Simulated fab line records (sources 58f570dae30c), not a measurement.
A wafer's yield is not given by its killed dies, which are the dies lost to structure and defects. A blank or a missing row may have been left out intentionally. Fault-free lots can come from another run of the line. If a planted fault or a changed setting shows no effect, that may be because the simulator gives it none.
fab line records    flow berkeleyCmos170    part 2 of 2: steps 29 to 42 of 42
record lots=5  wafers=15  lastDay=12
route steps=331 shown M2@284 V2@292 M3@309
lots untouched by any fault: they come from a run of this same line in which no faults occurred
startH: start of the lot's first displayed wafer, in hours after the record's first day    waitH: hours since the lot's step before    " the same as in the row above    L1.1+2: a single row standing in for several wafers    - no value, or no start given    * or withheld: withheld    < > ~ a bound
route shown NAME@n: names a module that has steps shown in the file, with the first one's number in the route    usual: mean/standard deviation of fault-free wafers    same: alike in all rows    chamber/n: place in a boat    sites: per-site readings    _std_site: the values' standard deviation    _edge_site: the outer-site mean with the inner-site mean subtracted    radiusMm: for every site, how far away it sits from the centre of the wafer    mask NAME#n: copy n    behind: the most recent tool/chamber to have shaped the wafer    hold: cause of the lot's hold/its duration in hours/its outcome    device: names the non-switching transistor (n, p or np)    end of line: at the end of the route, the tests of the same wafers    a step with no rows: only its recipe    killed: count of dies lost to structure and defects at first sort (not the wafer's yield)    map: a wafer's dies, marking killed ones x, the rest . and places with no die _
set.NAME: the setting the step ran with; set.NAME@STEP: the setting that earlier step ran with    model.NAME: the simulator's own value behind a step, which no gauge read
a table for each step, a row for each wafer; lots at some steps of the route
services: when a tool's chamber went out of use (startH, in hours from the record's first day, below 0 if earlier), for how many hours, and the reason
## steps
# step UCB170_M3_THK_MEAS_03
# recipe thkMeasGauge=xrf  reads=Al_of_M3_SPUTTER_01
# usual M3_AL_THK=915/9.8
lot.wafer  tool          chamber  startH  waitH  M3_AL_THK[nm]
L077.1     filmMetro-01  -        199.05  0.1    900
L077.4     "             -        "       "      914
L077.6     "             -        "       "      921
L076.1     filmMetro-04  -        201.87  0.1    904
L076.4     "             -        "       "      910
L076.5     "             -        "       "      921
L081.1     filmMetro-01  -        219.14  0.1    921
L081.2     "             -        "       "      920
L081.6     "             -        "       "      921
L094.2     filmMetro-03  -        271.95  0.1    917
L094.4     "             -        "       "      928
L094.6     "             -        "       "      915
L096.1     filmMetro-04  -        291.07  0.1    916
L096.2     "             -        "       "      901
L096.4     "             -        "       "      897
# step UCB170_M3_HMDS_04
# recipe primeTimeS=60  primeTempC=100
lot.wafer   tool           chamber  startH  waitH
L077.1+4+6  lithoTrack-01  0        199.11  0.1
L076.1+4+5  lithoTrack-03  0        202.39  0.5
L081.1+2+6  lithoTrack-03  0        219.55  0.4
L094.2+4+6  lithoTrack-02  0        272.39  0.4
L096.1+2+4  lithoTrack-02  0        291.13  0.1
# step UCB170_M3_COAT_05
# recipe resist=KrF  spinRpm=1500  resistThkNm=900
lot.wafer   tool           chamber  startH  waitH
L077.1+4+6  lithoTrack-01  0        199.26  0.1
L076.1+4+5  lithoTrack-03  0        202.54  0.1
L081.1+2+6  lithoTrack-03  0        219.70  0.1
L094.2+4+6  lithoTrack-02  0        272.54  0.1
L096.1+2+4  lithoTrack-02  0        291.28  0.1
# step UCB170_M3_SOFTBAKE_06
# recipe resist=KrF  tempC=130  timeS=60
lot.wafer   tool           chamber  startH  waitH
L077.1+4+6  lithoTrack-01  0        199.41  0.1
L076.1+4+5  lithoTrack-03  0        202.69  0.1
L081.1+2+6  lithoTrack-03  0        219.85  0.1
L094.2+4+6  lithoTrack-02  0        272.69  0.1
L096.1+2+4  lithoTrack-02  0        291.43  0.1
# step UCB170_M3_STRIP_07
# recipe chemistry=O2  powerW=400  pressureMtorr=3500  platenTempC=withheld  o2FlowSccm=400  overashFraction=0.5
# usual drypumpMotorCurrentA=5.9/0.44  oesProductAu=0.735/0.0048  stripTimeToEndpointS=21.94/0.066
lot.wafer  tool            chamber  startH  waitH  drypumpMotorCurrentA  oesProductAu  rfHoursCounterH  stripTimeToEndpointS
L077.1     plasmaAsher-04  1        199.56  0.1    5.5                   0.737         50               21.79
L077.4     "               1        "       "      5.5                   0.734         -                21.76
L077.6     "               0        "       "      5.5                   0.735         -                21.84
L076.1     plasmaAsher-04  0        202.84  0.1    5.5                   0.736         50               22.06
L076.4     "               1        "       "      5.5                   0.744         -                22.06
L076.5     "               0        "       "      5.6                   0.727         -                22.03
L081.1     plasmaAsher-03  0        220.05  0.2    5.2                   0.732         44               21.88
L081.2     "               1        "       "      6.4                   0.733         44               21.83
L081.6     "               1        "       "      6.4                   0.734         -                21.85
L094.2     plasmaAsher-03  1        272.81  0.1    6.4                   0.736         51               21.94
L094.4     "               0        "       "      5.2                   0.732         -                21.99
L094.6     "               1        "       "      6.4                   0.752         -                21.97
L096.1     plasmaAsher-04  0        291.58  0.1    5.5                   0.740         59               21.91
L096.2     "               1        "       "      5.5                   0.728         59               21.89
L096.4     "               0        "       "      5.5                   0.735         -                21.90
# step UCB170_M3_STRIP_08
# recipe chemistry=DMSO  tempC=80  timeS=600  material=KrF
# usual bathGuardTempC=79.9/0.48  tempC=80.01/0.11
lot.wafer  tool         chamber  startH  waitH  bathGuardTempC  tempC
L077.1     wetBench-04  0        199.66  0.1    79.6            79.89
L077.4     "            0        "       "      80.0            79.98
L077.6     "            0        "       "      79.8            80.05
L076.1     wetBench-02  3        202.94  0.1    80.4            79.96
L076.4     "            3        "       "      80.3            79.97
L076.5     "            3        "       "      80.2            80.15
L081.1     wetBench-03  1        220.15  0.1    80.1            79.95
L081.2     "            1        "       "      80.1            79.98
L081.6     "            1        "       "      80.2            79.87
L094.2     wetBench-03  2        272.91  0.1    80.0            80.02
L094.4     "            2        "       "      80.0            79.99
L094.6     "            2        "       "      80.0            79.87
L096.1     wetBench-02  2        291.85  0.2    79.4            79.92
L096.2     "            2        "       "      79.5            80.01
L096.4     "            2        "       "      79.4            80.05
# step UCB170_M3_COAT_09
# recipe resist=BARC  tempC=withheld  timeS=withheld  spinRpm=3000  resistThkNm=withheld
lot.wafer   tool           chamber  startH  waitH
L077.1+4+6  lithoTrack-01  0        200.01  0.2
L076.1+4+5  lithoTrack-02  0        203.64  0.5
L081.1+2+6  lithoTrack-01  0        220.94  0.6
L094.2+4+6  lithoTrack-02  0        273.56  0.5
L096.1+2+4  lithoTrack-01  0        292.03  0.0
# step UCB170_M3_COAT_10
# recipe resist=KrF  spinRpm=1500  resistThkNm=900
lot.wafer   tool           chamber  startH  waitH
L077.1+4+6  lithoTrack-01  0        -       -
L076.1+4+5  lithoTrack-02  0        -       -
L081.1+2+6  lithoTrack-01  0        -       -
L094.2+4+6  lithoTrack-02  0        -       -
L096.1+2+4  lithoTrack-01  0        -       -
# step UCB170_M3_SOFTBAKE_11
# recipe resist=KrF  tempC=130  timeS=60
lot.wafer   tool           chamber  startH  waitH
L077.1+4+6  lithoTrack-01  0        -       -
L076.1+4+5  lithoTrack-02  0        -       -
L081.1+2+6  lithoTrack-01  0        -       -
L094.2+4+6  lithoTrack-02  0        -       -
L096.1+2+4  lithoTrack-01  0        -       -
# step UCB170_M3_EXPOSE_12
# recipe maskId=METAL3  targetCdNm=700  na=0.5  sigmaOuter=0.6  sourceShape=conventional  doseMj=26
lot.wafer   tool           chamber  startH  waitH  mask
L077.1+4+6  krfScanner-02  0        200.46  -      METAL3#0
L076.1+4+5  krfScanner-01  0        204.52  -      METAL3#0
L081.1+2+6  krfScanner-01  0        221.55  -      METAL3#0
L094.2+4+6  krfScanner-02  0        274.01  -      METAL3#0
L096.1+2+4  krfScanner-02  0        292.48  -      METAL3#0
# step UCB170_M3_PEB_13
# recipe pebTempC=130  pebTimeS=withheld  resist=KrF
lot.wafer   tool           chamber  startH  waitH
L077.1+4+6  lithoTrack-02  0        200.91  0.4
L076.1+4+5  lithoTrack-02  0        204.64  0.1
L081.1+2+6  lithoTrack-01  0        221.66  0.1
L094.2+4+6  lithoTrack-02  0        274.91  0.9
L096.1+2+4  lithoTrack-02  0        292.59  0.1
# step UCB170_M3_DEVELOP_14
# recipe developer=TMAH  developTimeS=45  resist=KrF  devTempC=21
lot.wafer   tool           chamber  startH  waitH
L077.1+4+6  lithoTrack-02  0        -       -
L076.1+4+5  lithoTrack-02  0        -       -
L081.1+2+6  lithoTrack-01  0        -       -
L094.2+4+6  lithoTrack-02  0        -       -
L096.1+2+4  lithoTrack-02  0        -       -
# step UCB170_M3_CD_MEAS_15
# recipe targetCdNm=700
# usual cdNm=699.8/1.8
lot.wafer  tool      chamber  startH  waitH  cdNm
L077.1     cdSem-01  -        201.19  -      698.3
L077.4     "         -        "       "      699.0
L077.6     "         -        "       "      698.0
L076.1     cdSem-02  -        204.91  -      701.1
L076.4     "         -        "       "      700.2
L076.5     "         -        "       "      699.9
L081.1     cdSem-01  -        221.99  -      703.5
L081.2     "         -        "       "      703.6
L081.6     "         -        "       "      703.2
L094.2     cdSem-01  -        275.18  -      702.4
L094.4     "         -        "       "      702.3
L094.6     "         -        "       "      702.1
L096.1     cdSem-02  -        292.87  -      698.8
L096.2     "         -        "       "      700.8
L096.4     "         -        "       "      699.5
# step UCB170_M3_OVL_MEAS_16
# usual M3_OVL=3/5
lot.wafer  tool        chamber  startH  waitH  M3_OVL[nm]
L077.1     overlay-01  -        201.31  0.1    12
L077.4     "           -        "       "      3
L077.6     "           -        "       "      3
L076.1     overlay-01  -        205.03  0.1    -13
L076.4     "           -        "       "      -2
L076.5     "           -        "       "      -7
L081.1     overlay-01  -        222.11  0.1    -4
L081.2     "           -        "       "      6
L081.6     "           -        "       "      2
L094.2     overlay-01  -        275.29  0.1    13
L094.4     "           -        "       "      7
L094.6     "           -        "       "      2
L096.1     overlay-01  -        292.99  0.1    13
L096.2     "           -        "       "      6
L096.4     "           -        "       "      7
## services
tool            chamber  startH  hours  kind
cmp-02          -        176.36  0.8    repair
rieDiel-04      -        184.90  0.2    repair
pecvd-03        2        191.99  3.4    repair
cmp-01          -        193.16  0.4    repair
krfScanner-02   -        194.39  0.5    repair
krfScanner-01   -        197.38  0.8    pm
rieMetal-02     1        198.54  1.0    repair
plasmaAsher-03  -        206.47  0.7    repair
rieDiel-04      1        208.21  1.6    repair
pecvd-04        1        211.58  9.7    repair
rieDiel-04      -        213.16  0.7    repair
plasmaAsher-04  -        216.57  15.6   pm
cmp-02          -        220.39  1.4    repair
krfScanner-02   -        220.78  1.3    pm
rieDiel-04      -        221.56  0.5    repair
pecvd-01        -        225.78  0.9    repair
plasmaAsher-01  -        229.83  2.7    repair
pvdSputter-01   -        256.91  13.0   repair
plasmaAsher-01  -        257.41  1.2    repair
krfScanner-02   -        259.24  1.0    pm
pvdSputter-01   -        264.86  7.6    repair
wetBench-02     -        275.39  1.9    pm
cmp-02          -        279.01  1.0    repair
wetBench-03     -        283.10  4.4    pm
